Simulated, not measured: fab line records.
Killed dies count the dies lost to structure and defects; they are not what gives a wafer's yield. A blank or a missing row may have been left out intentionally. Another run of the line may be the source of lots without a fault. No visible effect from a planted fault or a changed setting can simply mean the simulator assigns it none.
Which of the tools did it? ; flow berkeleyCmos170 ; 21 wafers sampled from 7 lots at 1 step of a route of 331

WHAT THE GAUGES READ, wafer by wafer
UCB170_ACTIVE_CD_MEAS_13 targets a cd of 1200 nm.
lot;measured;on;cdNm (nm)
L867;day 4 16:04;cdSem-02;1199.6 1199.3 1198.3
L869;day 4 16:26;cdSem-02;1199.2 1200.0 1199.6
L872;day 5 13:09;cdSem-02;1199.8 1198.4 1198.5
L876;day 6 03:22;cdSem-01;1200.1 1200.3 1200.9
L880;day 7 05:22;cdSem-02;1199.6 1198.4 1197.5
L882;day 7 14:26;cdSem-01;1201.8 1201.6 1202.6
L885;day 8 09:43;cdSem-01;1198.3 1198.5 1197.1

WHICH TOOL RAN EACH LOT (tool, then ch and the chambers of the sampled wafers, then the start)
There is no process step in the record ahead of these readings.

THE ANSWER, worked out from the rows above alone
Rule: usual is defined by the lots themselves. Put in order of their means at a reading, lots are off if they are a third of the lots or fewer, leave a main group of 4 or more, and stand apart from it by a gap of 3 or more times the standard deviation of the main group's means; of several such gaps the widest counts. Not used: any main group whose means are identical at the precision the tables above print for the reading. A lot without any number at a reading at which 4 lots or more have one is off too. The other lots that the step has rows for count as sound.
Across all readings shown, no lot is off: no conclusion can be drawn from this.

WHAT THE SIMULATOR HAD INSERTED
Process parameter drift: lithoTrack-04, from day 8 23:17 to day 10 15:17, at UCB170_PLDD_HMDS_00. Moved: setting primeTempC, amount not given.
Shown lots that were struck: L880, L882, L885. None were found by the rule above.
